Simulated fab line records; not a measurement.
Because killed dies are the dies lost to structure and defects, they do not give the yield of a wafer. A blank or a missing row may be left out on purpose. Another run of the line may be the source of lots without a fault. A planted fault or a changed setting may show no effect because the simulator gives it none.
fab line records	flow berkeleyCmos170
record lots=15	wafers=45	lastDay=15
route steps=331 shown NVT@112 PVT@123 NLDD@165 CONTACT@234 M1@251
lots that met no fault: taken from a fault-free run of the same line
startH: hours from the record's opening day to when the first of the lot's shown wafers began	waitH: hours elapsed since this lot's preceding step	" as in the row above	L1.1+2: several wafers, shown together as one row	- no value, or no start was given	* or withheld: withheld	< > ~ a bound
route shown NAME@n: names a module that has steps shown in the file, with the first one's number in the route	usual: the fault-free wafers' mean and standard deviation	same: alike in all rows	chamber/n: place in a boat	sites: each site's reading	_std_site: standard deviation of those values	_edge_site: the outer-site mean with the inner-site mean subtracted	radiusMm: how far each site lies from the wafer's centre	mask NAME#n: copy n	behind: tool/chamber where the wafer was last shaped	hold: what put the lot on hold/how long, in hours/how the hold closed	device: whichever transistor did not switch (one of n, p or np)	end of line: the tests these same wafers got at the end of their route	step lacking rows: just its recipe	killed: dies that structure and defects cost at the first sort, which is not the same as the wafer's yield	map: shows each die of a wafer: x if killed, . if not, _ if none is there
set.NAME: the setting that was run; set.NAME@STEP: the one run at that earlier step	model.NAME: the simulator's own value behind a step, which no gauge read
steps of the route over a sample of lots; a table a step, a row a wafer
services: a tool's chamber out of use, with start hour (startH, from the record's first day; less than 0 if before it), hours out, and reason
## steps
# step UCB170_NVT_STRIP_08
# recipe chemistry=O2	powerW=400	pressureMtorr=3500	platenTempC=withheld	o2FlowSccm=400	overashFraction=0.5
# usual chamberPressureMTorr=3500/3.1	drypumpMotorCurrentA=5.9/0.48	oesProductAu=0.734/0.0046	stripTimeToEndpointS=21.62/0.068
lot.wafer	tool	chamber	startH	waitH	chamberPressureMTorr	drypumpMotorCurrentA	oesProductAu	rfHoursCounterH	stripTimeToEndpointS
L673.4	plasmaAsher-01	1	130.41	0.1	3500	5.5	0.740	-	21.58
L673.5	"	0	"	"	3497	6.3	0.729	-	21.61
L673.6	"	1	"	"	3501	5.5	0.738	-	21.55
L674.1	plasmaAsher-03	0	141.39	0.1	3497	6.5	0.726	3	21.73
L674.4	"	1	"	"	3498	5.7	0.736	-	21.73
L674.6	"	1	"	"	3504	5.6	0.736	-	21.59
L675.2	plasmaAsher-04	1	141.84	0.1	3506	5.0	0.722	38	21.76
L675.3	"	1	"	"	3500	5.0	0.729	-	21.68
L675.4	"	0	"	"	3501	6.1	0.736	-	21.66
L676.2	plasmaAsher-01	0	152.29	0.1	3492	6.2	0.739	38	21.44
L676.4	"	1	"	"	3496	5.5	0.734	-	21.45
L676.5	"	1	"	"	3495	5.5	0.731	-	21.49
L683.1	plasmaAsher-03	0	180.29	0.1	-	-	-	-	-
L683.4	"	0	"	"	-	-	-	-	-
L683.6	"	1	"	"	-	-	-	-	-
L682.1	plasmaAsher-01	1	180.54	0.1	-	-	-	-	-
L682.4	"	0	"	"	-	-	-	-	-
L682.6	"	1	"	"	-	-	-	-	-
L685.1	plasmaAsher-03	1	198.38	0.1	-	-	-	-	-
L685.3	"	0	"	"	-	-	-	-	-
L685.6	"	0	"	"	-	-	-	-	-
L686.4	plasmaAsher-04	1	212.08	0.1	3506	5.0	0.734	-	21.83
L686.5	"	0	"	"	3499	6.0	0.737	-	21.82
L686.6	"	1	"	"	3500	5.0	0.731	-	21.78
L691.2	plasmaAsher-03	0	232.31	0.1	3498	6.4	0.729	13	21.45
L691.3	"	1	"	"	3497	5.7	0.734	-	21.51
L691.4	"	0	"	"	3501	6.5	0.732	-	21.48
L688.2	plasmaAsher-03	1	232.44	0.1	3501	5.6	0.731	13	21.59
L688.3	"	0	"	"	3502	6.4	0.728	-	21.62
L688.4	"	1	"	"	3504	5.6	0.730	-	21.61
L690.2	plasmaAsher-03	1	232.86	0.1	3505	5.6	0.731	13	21.65
L690.5	"	0	"	"	3503	6.4	0.740	-	21.69
L690.6	"	1	"	"	3495	5.6	0.731	-	21.68
L692.2	plasmaAsher-01	1	244.28	0.1	3495	5.5	0.730	46	21.70
L692.4	"	1	"	"	3502	5.5	0.735	-	21.67
L692.5	"	1	"	"	3499	5.5	0.727	-	21.63
L693.1	plasmaAsher-03	1	244.52	0.1	3499	5.6	0.727	14	21.67
L693.2	"	0	"	"	3499	6.5	0.728	14	21.65
L693.5	"	1	"	"	3499	5.6	0.734	-	21.64
L695.3	plasmaAsher-01	0	258.54	0.1	3504	6.2	0.729	-	21.60
L695.5	"	1	"	"	3503	5.5	0.736	-	21.58
L695.6	"	0	"	"	3502	6.2	0.731	-	21.59
L696.1	plasmaAsher-03	1	265.49	0.1	3502	5.6	0.735	16	21.61
L696.5	"	1	"	"	3501	5.6	0.730	-	21.64
L696.6	"	0	"	"	3495	6.5	0.732	-	21.70
# step UCB170_PVT_STRIP_08
# recipe chemistry=O2	powerW=400	pressureMtorr=3500	platenTempC=withheld	o2FlowSccm=400	overashFraction=0.5
# usual chamberPressureMTorr=3500/6.1	drypumpMotorCurrentA=5.7/0.47	oesProductAu=0.734/0.0047	stripTimeToEndpointS=21.62/0.054
lot.wafer	tool	chamber	startH	waitH	chamberPressureMTorr	drypumpMotorCurrentA	oesProductAu	rfHoursCounterH	stripTimeToEndpointS
L673.4	plasmaAsher-01	1	131.77	0.1	3501	5.4	0.738	-	21.64
L673.5	"	1	"	"	3505	5.5	0.735	-	21.72
L673.6	"	0	"	"	3499	6.2	0.732	-	21.65
L674.1	plasmaAsher-04	0	143.57	0.1	3504	6.0	0.725	39	21.54
L674.4	"	1	"	"	3496	5.0	0.732	-	21.57
L674.6	"	0	"	"	3499	6.0	0.731	-	21.57
L675.2	plasmaAsher-01	0	143.84	0.1	3498	6.3	0.734	36	21.65
L675.3	"	0	"	"	3500	6.3	0.728	-	21.65
L675.4	"	1	"	"	3502	5.5	0.735	-	21.61
L676.2	plasmaAsher-01	1	154.89	0.1	3503	5.5	0.744	38	21.68
L676.4	"	0	"	"	3499	6.2	0.744	-	21.63
L676.5	"	0	"	"	3500	6.3	0.732	-	21.62
L682.1	plasmaAsher-01	1	182.77	0.1	3501	5.5	0.739	42	47.87
L682.4	"	0	"	"	3499	6.2	0.743	-	47.85
L682.6	"	0	"	"	3502	6.3	0.734	-	47.77
L683.1	plasmaAsher-02	0	182.88	0.1	3498	5.2	0.737	46	47.79
L683.4	"	1	"	"	3501	6.1	0.736	-	47.78
L683.6	"	0	"	"	3499	5.2	0.740	-	47.78
L685.1	plasmaAsher-01	0	199.87	0.1	3499	6.2	0.732	43	47.83
L685.3	"	1	"	"	3495	5.5	0.744	-	47.76
L685.6	"	0	"	"	3502	6.2	0.743	-	47.81
L686.4	plasmaAsher-04	0	213.75	0.1	3503	6.0	0.731	-	21.60
L686.5	"	1	"	"	3499	5.0	0.738	-	21.65
L686.6	"	0	"	"	3497	6.0	0.737	-	21.57
L691.2	plasmaAsher-02	0	235.55	0.1	3501	5.2	0.721	51	21.64
L691.3	"	1	"	"	3504	6.1	0.724	-	21.64
L691.4	"	0	"	"	3503	5.2	0.735	-	21.55
L690.2	plasmaAsher-02	1	235.91	0.1	3500	6.1	0.729	51	21.52
L690.5	"	0	"	"	3498	5.2	0.736	-	21.65
L690.6	"	1	"	"	3503	6.1	0.733	-	21.60
L688.2	plasmaAsher-04	0	236.10	0.1	3493	6.1	0.742	49	21.72
L688.3	"	0	"	"	3502	6.0	0.745	-	21.77
L688.4	"	1	"	"	3500	5.0	0.733	-	21.70
L692.2	plasmaAsher-01	0	245.77	0.1	3503	6.3	0.736	46	21.59
L692.4	"	0	"	"	3503	6.3	0.739	-	21.64
L692.5	"	1	"	"	3492	5.5	0.733	-	21.69
L693.1	plasmaAsher-02	0	246.09	0.1	3504	5.2	0.738	52	21.60
L693.2	"	1	"	"	3498	6.0	0.733	52	21.58
L693.5	"	1	"	"	3499	6.1	0.729	-	21.61
L695.3	plasmaAsher-01	1	265.00	0.1	3501	5.5	0.729	-	21.61
L695.5	"	1	"	"	3500	5.5	0.734	-	21.67
L695.6	"	0	"	"	3500	6.2	0.737	-	21.62
L696.1	plasmaAsher-02	1	268.60	0.1	3497	6.1	0.729	55	21.71
L696.5	"	0	"	"	3501	5.2	0.731	-	21.65
L696.6	"	1	"	"	3497	6.1	0.735	-	21.70
# step UCB170_PVT_TW_MEAS_09
# usual PVT_TW=509/3.5
lot.wafer	tool	chamber	startH	waitH	PVT_TW
L673.4	filmMetro-03	-	131.87	0.1	511
L673.5	"	-	"	"	511
L673.6	"	-	"	"	513
L674.1	filmMetro-01	-	143.67	0.1	508
L674.4	"	-	"	"	508
L674.6	"	-	"	"	509
L675.2	filmMetro-03	-	143.95	0.1	507
L675.3	"	-	"	"	512
L675.4	"	-	"	"	509
L676.2	filmMetro-03	-	155.00	0.1	513
L676.4	"	-	"	"	510
L676.5	"	-	"	"	510
L682.1	filmMetro-03	-	182.87	0.1	30
L682.4	"	-	"	"	30
L682.6	"	-	"	"	30
L683.1	filmMetro-04	-	182.98	0.1	30
L683.4	"	-	"	"	30
L683.6	"	-	"	"	30
L685.1	filmMetro-01	-	199.97	0.1	30
L685.3	"	-	"	"	30
L685.6	"	-	"	"	30
L686.4	filmMetro-03	-	213.85	0.1	506
L686.5	"	-	"	"	507
L686.6	"	-	"	"	506
L691.2	filmMetro-01	-	235.66	0.1	514
L691.3	"	-	"	"	513
L691.4	"	-	"	"	513
L690.2	filmMetro-04	-	236.02	0.1	504
L690.5	"	-	"	"	507
L690.6	"	-	"	"	507
L688.2	filmMetro-03	-	236.21	0.1	510
L688.3	"	-	"	"	510
L688.4	"	-	"	"	511
L692.2	filmMetro-01	-	245.88	0.1	514
L692.4	"	-	"	"	517
L692.5	"	-	"	"	515
L693.1	filmMetro-04	-	246.19	0.1	507
L693.2	"	-	"	"	509
L693.5	"	-	"	"	508
L695.3	filmMetro-03	-	265.09	0.1	510
L695.5	"	-	"	"	508
L695.6	"	-	"	"	507
L696.1	filmMetro-04	-	268.70	0.1	508
L696.5	"	-	"	"	505
L696.6	"	-	"	"	503
# step UCB170_NLDD_OVL_MEAS_07
# usual NLDD_OVL=-3/4.6
lot.wafer	tool	chamber	startH	waitH	NLDD_OVL[nm]
L673.4	overlay-02	-	150.99	0.1	-7
L673.5	"	-	"	"	-7
L673.6	"	-	"	"	-11
L674.1	overlay-02	-	163.21	0.1	4
L674.4	"	-	"	"	4
L674.6	"	-	"	"	5
L675.2	overlay-02	-	163.66	0.1	1
L675.3	"	-	"	"	8
L675.4	"	-	"	"	2
L676.2	overlay-01	-	174.17	0.1	2
L676.4	"	-	"	"	-2
L676.5	"	-	"	"	-2
L682.1	overlay-02	-	209.91	0.1	-8
L682.4	"	-	"	"	-7
L682.6	"	-	"	"	0
L683.1	overlay-01	-	210.15	0.1	3
L683.4	"	-	"	"	7
L683.6	"	-	"	"	1
L685.1	overlay-02	-	229.45	0.1	-1
L685.3	"	-	"	"	-3
L685.6	"	-	"	"	0
L686.4	overlay-02	-	236.89	0.1	3
L686.5	"	-	"	"	-4
L686.6	"	-	"	"	-11
L691.2	overlay-02	-	258.17	0.1	-7
L691.3	"	-	"	"	-13
L691.4	"	-	"	"	-5
L690.2	overlay-01	-	259.18	0.1	-9
L690.5	"	-	"	"	-6
L690.6	"	-	"	"	-8
L688.2	overlay-02	-	259.35	0.1	-5
L688.3	"	-	"	"	-3
L688.4	"	-	"	"	-6
L692.2	overlay-01	-	263.43	0.1	-1
L692.4	"	-	"	"	1
L692.5	"	-	"	"	-7
L693.1	overlay-01	-	264.63	0.1	-5
L693.2	"	-	"	"	-8
L693.5	"	-	"	"	-8
L695.3	overlay-01	-	299.63	16.5	0
L695.5	"	-	"	"	-5
L695.6	"	-	"	"	-7
L696.1	overlay-01	-	307.96	0.1	-3
L696.5	"	-	"	"	-1
L696.6	"	-	"	"	3
# step UCB170_CONTACT_ETCH_18
# recipe chemistry=CHF3/CF4/Ar	target=PSG	stopOn=TiSi2	CHF3_flow_sccm=45	cf4FlowSccm=15	Ar_flow_sccm=150	pressureMtorr=200	rfW=700	targetDepthA=8400	overEtchFrac=0.2	timeS=195
# usual drypumpMotorCurrentA=5.8/0.33	oesProductAu=0.894/0.011	throttleValvePct=6.95/0.11
# same timeS=195
lot.wafer	tool	chamber	startH	waitH	drypumpMotorCurrentA	oesProductAu	rfHoursCounterH	throttleValvePct
L673.4	rieDiel-03	2	-	-	5.6	0.916	60	6.81
L673.5	"	0	"	"	5.6	0.916	-	6.83
L673.6	"	1	"	"	6.1	0.909	-	7.09
L675.2	rieDiel-01	1	-	-	6.0	0.884	4	6.98
L675.3	"	0	"	"	5.6	0.891	2	7.04
L675.4	"	3	"	"	5.8	0.899	150	6.84
L674.1	rieDiel-01	0	-	-	5.6	0.885	3	7.05
L674.4	"	2	"	"	5.4	0.887	6	6.90
L674.6	"	1	"	"	6.0	0.886	-	6.98
L676.2	rieDiel-04	3	-	-	6.2	0.883	92	6.76
L676.4	"	1	"	"	6.3	0.900	20	6.93
L676.5	"	3	"	"	6.2	0.886	-	6.78
L682.1	rieDiel-03	3	-	-	5.3	0.897	118	7.12
L682.4	"	1	"	"	6.1	0.896	23	7.09
L682.6	"	2	"	"	5.6	0.905	-	6.81
L683.1	rieDiel-04	1	-	-	6.3	0.898	22	6.94
L683.4	"	0	"	"	5.7	0.886	-	7.05
L683.6	"	0	"	"	5.7	0.890	-	7.07
L685.1	rieDiel-01	1	-	-	6.1	0.892	7	6.98
L685.3	"	3	"	"	5.8	0.899	2	6.82
L685.6	"	1	"	"	6.1	0.896	-	6.99
L686.4	rieDiel-01	1	-	-	6.0	0.882	8	6.99
L686.5	"	0	"	"	5.6	0.882	-	7.04
L686.6	"	1	"	"	6.0	0.888	-	6.98
L690.2	rieDiel-01	0	-	-	5.6	0.891	6	7.05
L690.5	"	1	"	"	6.0	0.881	-	6.98
L690.6	"	2	"	"	5.4	0.895	-	6.91
L691.2	rieDiel-03	1	-	-	6.1	0.892	24	7.08
L691.3	"	2	"	"	5.6	0.912	65	6.81
L691.4	"	0	"	"	5.5	0.917	37	6.83
L688.2	rieDiel-01	1	-	-	6.0	0.883	9	6.98
L688.3	"	0	"	"	5.6	0.887	6	7.05
L688.4	"	3	"	"	5.8	0.892	3	6.84
L692.2	rieDiel-03	0	-	-	5.6	0.902	37	6.83
L692.4	"	3	"	"	5.3	0.883	120	7.13
L692.5	"	3	"	"	5.3	0.885	-	7.13
L693.1	rieDiel-01	3	-	-	5.8	0.884	3	6.85
L693.2	"	0	"	"	5.6	0.876	6	7.05
L693.5	"	1	"	"	6.0	0.878	-	6.98
L695.3	rieDiel-01	3	-	-	5.8	0.894	4	6.81
L695.5	"	2	"	"	5.4	0.899	-	6.90
L695.6	"	1	"	"	6.1	0.886	-	6.98
L696.1	rieDiel-03	3	-	-	5.3	0.890	122	7.12
L696.5	"	3	"	"	5.3	0.891	-	7.12
L696.6	"	2	"	"	5.6	0.912	-	6.81
# step UCB170_M1_STRIP_13
# recipe chemistry=O2	powerW=400	pressureMtorr=3500	platenTempC=withheld	o2FlowSccm=400	overashFraction=0.5
# usual chamberPressureMTorr=3500/3.5	drypumpMotorCurrentA=5.7/0.47	oesProductAu=0.720/0.0043
lot.wafer	tool	chamber	startH	waitH	chamberPressureMTorr	drypumpMotorCurrentA	oesProductAu	rfHoursCounterH
L673.4	plasmaAsher-04	0	174.83	0.1	3503	6.1	0.713	-
L673.5	"	1	"	"	3496	5.0	0.716	-
L673.6	"	0	"	"	3499	6.1	0.725	-
L675.2	plasmaAsher-01	0	183.48	0.1	3505	6.3	0.714	42
L675.3	"	0	"	"	3501	6.3	0.722	-
L675.4	"	1	"	"	3496	5.5	0.724	-
L674.1	plasmaAsher-04	0	186.06	0.1	3500	6.0	0.718	44
L674.4	"	0	"	"	3496	6.0	0.718	-
L674.6	"	0	"	"	3503	6.1	0.723	-
L676.2	plasmaAsher-02	0	197.81	0.1	3499	5.2	0.720	48
L676.4	"	1	"	"	3510	6.1	0.716	-
L676.5	"	0	"	"	3502	5.2	0.722	-
L682.1	plasmaAsher-02	0	232.97	0.1	3497	5.2	0.716	51
L682.4	"	1	"	"	3502	6.0	0.716	-
L682.6	"	1	"	"	3498	6.0	0.724	-
L683.1	plasmaAsher-04	0	234.85	0.1	3501	6.1	0.720	49
L683.4	"	1	"	"	3490	5.0	0.721	-
L683.6	"	1	"	"	3500	5.0	0.719	-
L685.1	plasmaAsher-02	1	250.36	0.1	3499	6.1	0.719	53
L685.3	"	1	"	"	3501	6.1	0.712	-
L685.6	"	0	"	"	3504	5.2	0.719	-
L686.4	plasmaAsher-01	0	257.59	0.1	3505	6.3	0.727	-
L686.5	"	0	"	"	3496	6.3	0.721	-
L686.6	"	1	"	"	3498	5.5	0.719	-
L690.2	plasmaAsher-02	0	277.38	0.1	3498	5.2	0.717	55
L690.5	"	1	"	"	3497	6.1	0.713	-
L690.6	"	0	"	"	3502	5.2	0.720	-
L691.2	plasmaAsher-01	1	279.38	0.1	3499	5.5	0.715	50
L691.3	"	0	"	"	3497	6.3	0.724	-
L691.4	"	1	"	"	3497	5.5	0.717	-
L688.2	plasmaAsher-04	0	279.87	0.1	3501	6.1	0.720	54
L688.3	"	1	"	"	3493	5.0	0.717	-
L688.4	"	0	"	"	3497	6.0	0.715	-
L692.2	plasmaAsher-01	0	281.00	0.1	3497	6.3	0.720	50
L692.4	"	0	"	"	3500	6.3	0.719	-
L692.5	"	0	"	"	3499	6.3	0.725	-
L693.1	plasmaAsher-01	1	281.69	0.1	3504	5.5	0.717	50
L693.2	"	0	"	"	3494	6.2	0.713	50
L693.5	"	1	"	"	3494	5.5	0.719	-
L695.3	plasmaAsher-04	1	321.09	0.2	3496	5.0	0.729	-
L695.5	"	0	"	"	3505	6.0	0.718	-
L695.6	"	1	"	"	3499	5.0	0.718	-
L696.1	plasmaAsher-04	0	331.67	0.1	3499	6.1	0.720	59
L696.5	"	0	"	"	3502	6.0	0.717	-
L696.6	"	1	"	"	3507	5.0	0.716	-
## services
tool	chamber	startH	hours	kind
plasmaAsher-03	-	108.75	9.0	pm
plasmaAsher-03	0	108.75	9.0	ventCycle
plasmaAsher-03	1	108.75	9.0	ventCycle
plasmaAsher-03	0	117.75	-	clean
plasmaAsher-03	1	117.75	-	clean
rieDiel-03	2	129.35	3.7	repair
rieDiel-01	3	137.03	3.2	repair
rieDiel-03	3	151.50	6.1	repair
rieDiel-03	0	166.88	1.8	repair
rieDiel-04	3	167.88	20.4	repair
rieDiel-04	2	180.48	4.4	repair
plasmaAsher-03	-	192.11	1.7	repair
rieDiel-04	3	196.15	6.2	repair
rieDiel-04	3	210.11	44.7	repair
rieDiel-01	0	217.39	13.7	repair
plasmaAsher-01	-	227.22	11.5	repair
rieDiel-03	-	229.82	0.4	repair
rieDiel-03	-	245.19	0.4	repair
rieDiel-04	-	251.17	0.6	repair
rieDiel-04	2	283.17	6.5	repair
rieDiel-04	-	291.52	0.2	repair
rieDiel-03	-	300.44	0.7	repair
rieDiel-04	2	320.21	9.7	repair
rieDiel-04	0	326.64	19.8	repair
## key
firstSign step=UCB170_NVT_STRIP_08	reading=toolRecord	direction=missing
effect step=UCB170_PVT_STRIP_08	reading=stripTimeToEndpointS	direction=up	sigmas=99+	usual=*	struck=*
effect step=UCB170_PVT_TW_MEAS_09	reading=PVT_TW	direction=down	sigmas=99+	usual=509	struck=30
metAt UCB170_NVT_STRIP_08
struckLots L682,L683,L685
sortLeftOut L682.1,L682.4,L682.6,L683.1,L683.4,L683.6,L685.1,L685.3,L685.6
testerLeftOut L682,L683,L685
notActingAt UCB170_NLDD_OVL_MEAS_07,UCB170_CONTACT_ETCH_18,UCB170_M1_STRIP_13
onsetBetween 152.29 180.29
fault kind=skippedStepWhole	tool=plasmaAsher-01,plasmaAsher-03	chamber=-	onsetH=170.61	steps=UCB170_NVT_STRIP_08	scope=struckLotsOnly
# testerLeftOut: of these lots the tester's yield and bins aren't shown, on N5 and GAA mostly nor the transistor test; their killed dies are dies lost to structure and defects alone, not to doping, threshold or leakage, so they don't give the yield
# sortLeftOut: the simulated sort isn't trusted on such a fault, so these wafers' sort isn't shown, and their yield isn't known
